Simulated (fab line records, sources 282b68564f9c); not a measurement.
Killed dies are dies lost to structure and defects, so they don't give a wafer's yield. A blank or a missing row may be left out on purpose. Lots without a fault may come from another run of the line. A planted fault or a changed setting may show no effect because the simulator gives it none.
fab line records | flow rit_cmos
record lots=6 wafers=18 last_day=8
route steps=202 shown M1@188
lots that met no fault: from a run of the same line without faults
start_h: hours from the record's first day to the start of the lot's first wafer shown | wait_h: hours since the lot's step before | " the same as in the row above | L1.1+2: a row that stands for several wafers | - no value, or no start given | * or withheld: withheld | < > ~ a bound
route shown NAME@n: a module of which the file shows steps, and the number in the route of the first | usual: mean/standard deviation of fault-free wafers | same: alike in all rows | chamber/n: place in a boat | sites: the reading at each site | _std_site: their standard deviation | _edge_site: outer sites' mean less inner sites' | radius_mm: how far each site lies from the wafer's centre | mask NAME#n: copy n | behind: the tool/chamber that last shaped the wafer | hold: why the lot was held/for how many hours/how that ended | device: the transistor (n, p or np) that didn't switch | end of line: the same wafers' tests at the end of the route | a step without rows: its recipe alone | killed: dies lost to structure and defects at the first sort, not the wafer's yield | map: a wafer's dies, x killed, . not, _ none there
set.NAME: the setting as run; set.NAME@STEP: as run at that earlier step | model.NAME: the simulator's own value behind a step, which no gauge read
lots at some steps of the route; a table a step, a row a wafer
services: from which hour (start_h, from the record's first day; less than 0 if before it) a tool's chamber was out of use, for how many hours, and why
## steps
# step RIT_M1_COAT_04
# recipe resist=NOVOLAK spin_rpm=2000 resist_thk_nm=1300
# step RIT_M1_SOFTBAKE_05
# recipe resist=NOVOLAK temp_c=90 time_s=60
# step RIT_M1_EXPOSE_06
# recipe mask_id=M12 na=0.6 source_shape=conventional sigma_outer=0.5 target_cd_nm=2600 dose_mj=250
# step RIT_M1_PEB_07
# recipe resist=NOVOLAK temp_c=withheld time_s=withheld
# step RIT_M1_DEVELOP_08
# recipe resist=NOVOLAK develop_time_s=68 dev_temp_c=23
# step RIT_M1_CD_MEAS_09
# recipe target_cd_nm=2600
# usual cd_nm=2599.7/2
# columns lot.wafer tool chamber start_h wait_h cd_nm
L782.1 cd_sem-01 - 63.36 - 2601.9
L782.4 " - " " 2600.8
L782.5 " - " " 2602.0
L796.2 cd_sem-01 - 137.40 - 2599.9
L796.3 " - " " 2599.4
L796.4 " - " " 2599.1
L795.1 cd_sem-01 - 138.45 - 2598.4
L795.3 " - " " 2597.3
L795.4 " - " " 2597.9
L802.1 cd_sem-02 - 182.38 - 2599.9
L802.5 " - " " 2599.3
L802.6 " - " " 2599.2
L804.1 cd_sem-01 - 188.34 - 2598.2
L804.3 " - " " 2598.9
L804.5 " - " " 2598.6
L803.3 cd_sem-02 - 188.98 - 2597.4
L803.4 " - " " 2599.0
L803.5 " - " " 2598.1
# step RIT_M1_OVL_MEAS_10
# usual M1_OVL=-0.3/1.6
# columns lot.wafer tool chamber start_h wait_h M1_OVL[nm]
L782.1 overlay-02 - 63.48 0.1 -1.0
L782.4 " - " " -1.2
L782.5 " - " " -2.9
L796.2 overlay-02 - 137.50 0.1 0.7
L796.3 " - " " 2.3
L796.4 " - " " 1.0
L795.1 overlay-02 - 138.57 0.1 -2.7
L795.3 " - " " -1.1
L795.4 " - " " -2.9
L802.1 overlay-02 - 182.50 0.1 -0.3
L802.5 " - " " -0.7
L802.6 " - " " 0.1
L804.1 overlay-02 - 188.46 0.1 -0.9
L804.3 " - " " 0.7
L804.5 " - " " 1.5
L803.3 overlay-01 - 189.07 0.1 2.9
L803.4 " - " " 3.1
L803.5 " - " " 1.8
# step RIT_M1_HARDBAKE_11
# recipe resist=NOVOLAK temp_c=140 time_s=120
# step RIT_M1_METAL_ETCH_12
# recipe stop_on=SiO2 chemistry=Cl2/BCl3 target=Al time_s=165 over_etch_frac=0.5 pressure_mtorr=100 target_depth_a=6000 rf_w=250 Cl2_flow_sccm=60 bcl3_flow_sccm=50
# usual drypump_motor_current_A=5.5/0.36 oes_product_au=0.776/0.0096 throttle_valve_pct=8.43/0.11
# columns lot.wafer tool chamber start_h wait_h drypump_motor_current_A oes_product_au rf_hours_counter_h throttle_valve_pct
L782.1 rie_metal-01 1 63.77 0.2 5.1 0.774 2 8.48
L782.4 " 1 " " 5.1 0.766 - 8.48
L782.5 " 1 " " 5.1 0.773 - 8.48
L796.2 rie_metal-01 1 137.78 0.2 5.1 0.762 3 8.48
L796.3 " 0 " " 5.6 0.774 - 8.56
L796.4 " 1 " " 5.1 0.779 - 8.48
L795.1 rie_metal-04 1 138.85 0.2 5.0 0.780 5 8.34
L795.3 " 0 " " 5.4 0.788 - 8.43
L795.4 " 1 " " 5.0 0.777 - 8.34
L802.1 rie_metal-02 1 182.79 0.2 5.8 0.773 0 8.52
L802.5 " 0 " " 6.1 0.766 - 8.20
L802.6 " 1 " " 5.8 0.781 - 8.51
L804.1 rie_metal-01 0 188.75 0.2 5.6 0.796 4 8.55
L804.3 " 1 " " 5.1 0.760 - 8.47
L804.5 " 0 " " 5.6 0.765 - 8.55
L803.3 rie_metal-04 0 189.40 0.2 5.5 0.769 - 8.42
L803.4 " 1 " " 5.0 0.768 - 8.34
L803.5 " 1 " " 5.0 0.781 - 8.34
# step RIT_M1_STRIP_13
# recipe chemistry=nmp resist=NOVOLAK temp_c=80 time_s=600 dry=n2_spin
# step RIT_M1_STRIP_14
# recipe chemistry=O2 time_s=180 platen_temp_c=withheld power_w=500 pressure_mtorr=4000 o2_flow_sccm=4000
# usual drypump_motor_current_A=5.4/0.34 o2_flow_sccm=4003/12
# columns lot.wafer tool chamber start_h wait_h drypump_motor_current_A o2_flow_sccm rf_hours_counter_h
L782.1 plasma_asher-03 1 64.11 0.0 5.3 4012 27
L782.4 " 1 " " 5.3 4009 -
L782.5 " 1 " " 5.3 4000 -
L796.2 plasma_asher-03 1 138.12 0.0 5.3 4003 35
L796.3 " 1 " " 5.3 4005 -
L796.4 " 0 " " 5.8 3984 -
L795.1 plasma_asher-03 0 139.19 0.0 5.7 3996 35
L795.3 " 1 " " 5.2 3999 -
L795.4 " 0 " " 5.7 4003 -
L802.1 plasma_asher-01 0 183.14 0.0 5.3 4001 45
L802.5 " 0 " " 5.3 4001 -
L802.6 " 1 " " 4.9 3980 -
L804.1 plasma_asher-03 1 189.09 0.0 5.2 3999 40
L804.3 " 1 " " 5.2 4004 -
L804.5 " 0 " " 5.8 4003 -
L803.3 plasma_asher-01 1 189.74 0.1 4.9 4015 -
L803.4 " 0 " " 5.3 3992 -
L803.5 " 1 " " 4.9 3997 -
# step RIT_M1_CD_MEAS_90
# recipe target_cd_nm=2600
# usual cd_nm=2600/3.3
# columns lot.wafer tool chamber start_h wait_h cd_nm
L782.1 cd_sem-01 - 64.28 0.1 2598
L782.4 " - " " 2597
L782.5 " - " " 2599
L796.2 cd_sem-02 - 138.32 0.1 2599
L796.3 " - " " 2602
L796.4 " - " " 2598
L795.1 cd_sem-02 - 139.36 0.1 2601
L795.3 " - " " 2595
L795.4 " - " " 2601
L802.1 cd_sem-02 - 183.32 0.1 2603
L802.5 " - " " 2600
L802.6 " - " " 2601
L804.1 cd_sem-02 - 189.26 0.1 2600
L804.3 " - " " 2596
L804.5 " - " " 2601
L803.3 cd_sem-02 - 189.89 0.1 2597
L803.4 " - " " 2600
L803.5 " - " " 2599
# step RIT_M1_ANNEAL_15
# recipe temp_c=450 time_s=1800 ambient=forming_gas_H2N2
# usual spike_tc_centre_C=453.4/1 spike_tc_load_C=471.5/1 zone_power_centre_pct=19.21/0.19
# columns lot.wafer tool chamber start_h wait_h spike_tc_centre_C spike_tc_load_C zone_power_centre_pct
L782.1 furnace-02 0 64.40 0.1 454.9 472.2 19.07
L782.4 " 0 " " 451.9 472.0 19.23
L782.5 " 0 " " 453.0 472.0 19.47
L796.2 furnace-02 - 138.42 0.1 - - -
L796.3 " - " " - - -
L796.4 " - " " - - -
L795.1 furnace-02 - 139.92 0.5 - - -
L795.3 " - " " - - -
L795.4 " - " " - - -
L802.1 furnace-02 0 183.44 0.1 452.9 471.8 19.05
L802.5 " 0 " " 452.8 472.1 18.91
L802.6 " 0 " " 453.7 472.1 19.12
L804.1 furnace-02 0 189.38 0.1 453.9 471.8 18.99
L804.3 " 0 " " 452.6 472.2 19.23
L804.5 " 0 " " 454.5 470.5 19.18
L803.3 furnace-02 0 190.88 1.0 453.5 471.5 19.70
L803.4 " 0 " " 454.4 473.1 19.09
L803.5 " 0 " " 452.7 471.6 19.20
# step RIT_M1_BOW_MEAS_16
# recipe mode=bow
# usual M1_BOW=17/6.8
# columns lot.wafer tool chamber start_h wait_h M1_BOW[um]
L782.1 film_metro-04 - 65.90 0.0 20
L782.4 " - " " 30
L782.5 " - " " 23
L796.2 film_metro-03 - 139.94 0.0 30
L796.3 " - " " 24
L796.4 " - " " 25
L795.1 film_metro-01 - 141.42 0.0 21
L795.3 " - " " 18
L795.4 " - " " 12
L802.1 film_metro-04 - 184.94 0.0 15
L802.5 " - " " 9
L802.6 " - " " 14
L804.1 film_metro-01 - 190.88 0.0 12
L804.3 " - " " 17
L804.5 " - " " 28
L803.3 film_metro-04 - 192.42 0.0 10
L803.4 " - " " 17
L803.5 " - " " 20
# step RIT_M1_PROBE_99
# usual defect_limited_yield=97.2/1.2 killed_at_contacts=0.1/0.27 killed_at_front_end=7/3.1 killed_dies=7/3.2 killed_open=3.8/2.1 killed_short=3.6/2 sort_bin_3_pad_short=0.1/0.22 sort_bin_5_function=1.7/0.8 sort_bin_6_memory=1.0/0.64 sort_n_pass=257/3.2 sort_yield_pct=97.2/1.2
# same gross_dies=264 killed_at_M0_to_M3=0 killed_at_M4_up=0 killed_at_back_side=0 killed_at_other=0
# columns lot.wafer tool chamber start_h wait_h defect_limited_yield[%] killed_at_contacts killed_at_front_end killed_dies killed_open killed_short sort_bin_3_pad_short[%] sort_bin_5_function[%] sort_bin_6_memory[%] sort_n_pass sort_yield_pct[%]
L782.1 prober-02 - 66.02 0.1 97.0 0 8 8 4 4 0 2.7 0.4 256 97.0
L782.4 prober-02 - 66.17 0.2 95.5 0 12 12 6 6 0 3.0 1.5 252 95.5
L782.5 prober-02 - 66.22 0.2 98.5 0 4 4 4 0 0 1.5 0 260 98.5
L796.2 prober-01 - 140.09 0.1 98.1 0 5 5 2 3 0.4 0.4 1.1 259 98.1
L796.3 prober-01 - 140.14 0.2 94.3 0 15 15 8 7 0 3.4 2.3 249 94.3
L796.4 prober-01 - 140.19 0.2 96.2 0 10 10 8 2 0 2.7 1.1 254 96.2
L795.1 prober-01 - 141.54 0.1 95.8 0 11 11 9 2 0 1.9 2.3 253 95.8
L795.3 prober-01 - 141.64 0.2 98.9 0 3 3 1 2 0 0.8 0.4 261 98.9
L795.4 prober-01 - 141.69 0.2 97.7 0 6 6 3 3 0.4 1.1 0.8 258 97.7
L802.1 prober-02 - 185.06 0.1 98.9 0 3 3 2 1 0 0.4 0.8 261 98.9
L802.5 prober-02 - 185.26 0.2 98.1 0 5 5 1 4 0 1.5 0.4 259 98.1
L802.6 prober-02 - 185.31 0.2 97.3 1 6 7 4 3 0 1.9 0.8 257 97.3
L804.1 prober-01 - 191.00 0.1 95.8 0 11 11 7 4 0 1.5 2.7 253 95.8
L804.3 prober-01 - 191.10 0.2 97.7 0 6 6 5 1 0 1.9 0.4 258 97.7
L804.5 prober-01 - 191.20 0.2 97.7 1 5 6 4 2 0 1.9 0.4 258 97.7
L803.3 prober-02 - 192.60 0.2 98.5 0 4 4 4 0 0 0.4 1.1 260 98.5
L803.4 prober-02 - 192.65 0.2 98.1 0 5 5 2 3 0.4 0.4 1.1 259 98.1
L803.5 prober-02 - 192.70 0.2 97.3 0 7 7 5 2 0 1.9 0.8 257 97.3
# killed by level:class
L782.1 GATE:geometric_particle:short=2 GATE:geometric_particle:open=2 FOX1:geometric_particle:open=1 FOX1:geometric_particle:short=1 FOX2:geometric_particle:open=1 REOX:geometric_particle:short=1
L782.4 GATE:geometric_particle:short=4 GATE:geometric_particle:open=3 REOX:geometric_particle:open=2 SILICIDE:geometric_particle:short=2 FOX2:geometric_particle:open=1
L782.5 REOX:geometric_particle:open=3 SILICIDE:geometric_particle:open=1
L796.2 FOX1:geometric_particle:open=1 GATE:geometric_particle:short=1 GATE:geometric_particle:open=1 REOX:geometric_particle:short=1 SILICIDE:geometric_particle:short=1
L796.3 GATE:geometric_particle:open=4 FOX1:geometric_particle:open=2 FOX2:geometric_particle:short=2 SPACER:geometric_particle:short=2 FOX1:geometric_particle:short=1 SILICIDE:geometric_particle:open=1 GATE:geometric_particle:short=1 SPACER:geometric_particle:open=1
L796.4 GATE:geometric_particle:open=6 GATE:geometric_particle:short=2 FOX2:geometric_particle:open=1 REOX:geometric_particle:open=1
L795.1 SPACER:geometric_particle:open=4 GATE:geometric_particle:short=2 SILICIDE:geometric_particle:open=2 FOX1:geometric_particle:open=1 GATE:geometric_particle:open=1 REOX:geometric_particle:open=1
L795.3 FOX1:geometric_particle:short=1 GATE:geometric_particle:short=1 GATE:geometric_particle:open=1
L795.4 GATE:geometric_particle:open=2 GATE:geometric_particle:short=1 REOX:geometric_particle:short=1 SILICIDE:geometric_particle:open=1 SILICIDE:geometric_particle:short=1
L802.1 REOX:geometric_particle:open=1 SPACER:geometric_particle:open=1 SILICIDE:geometric_particle:short=1
L802.5 FOX1:geometric_particle:short=2 GATE:geometric_particle:short=2 SPACER:geometric_particle:open=1
L802.6 SPACER:geometric_particle:open=2 GATE:geometric_particle:open=1 REOX:geometric_particle:open=1 SPACER:geometric_particle:short=1 SILICIDE:geometric_particle:short=1 CONTACT:geometric_particle:short=1
L804.1 SPACER:geometric_particle:open=3 GATE:geometric_particle:open=2 GATE:geometric_particle:short=2 SPACER:geometric_particle:short=2 REOX:geometric_particle:open=1 SILICIDE:geometric_particle:open=1
L804.3 GATE:geometric_particle:open=3 GATE:geometric_particle:short=1 SPACER:geometric_particle:open=1 SILICIDE:geometric_particle:open=1
L804.5 SPACER:geometric_particle:open=2 GATE:geometric_particle:short=1 REOX:geometric_particle:open=1 SILICIDE:geometric_particle:short=1 CONTACT:geometric_particle:open=1
L803.3 GATE:geometric_particle:open=3 SPACER:geometric_particle:open=1
L803.4 GATE:geometric_particle:short=2 FOX1:geometric_particle:short=1 GATE:geometric_particle:open=1 REOX:geometric_particle:open=1
L803.5 FOX1:geometric_particle:open=2 GATE:geometric_particle:open=2 FOX2:geometric_particle:short=1 FOX2:geometric_particle:open=1 GATE:geometric_particle:short=1
## services
# columns tool chamber start_h hours kind
plasma_asher-03 - 54.35 4.3 repair
rie_metal-04 - 54.64 2.8 pm
plasma_asher-01 - 54.84 6.3 repair
rie_metal-04 - 91.14 0.1 repair
rie_metal-01 - 112.92 1.4 pm
rie_metal-02 - 125.76 14.6 pm
rie_metal-02 - 140.36 20.0 pm
rie_metal-02 0 140.36 20.0 vent_cycle
rie_metal-02 1 140.36 20.0 vent_cycle
rie_metal-04 1 154.11 3.1 repair
rie_metal-02 - 160.36 2.8 pm
rie_metal-02 0 160.36 - clean
rie_metal-02 1 160.36 - clean
rie_metal-01 1 167.70 1.4 repair
## key
first_sign step=RIT_M1_ANNEAL_15 reading=tool_record direction=missing
effect none on later readings
met_at RIT_M1_ANNEAL_15
struck_wafers L795.1,L795.3,L795.4,L796.2,L796.3,L796.4
onset_between 64.40 138.42
fault kind=skipped_step_whole tool=furnace-02 chamber=- onset_h=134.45 steps=RIT_M1_ANNEAL_15 scope=struck_lots_only
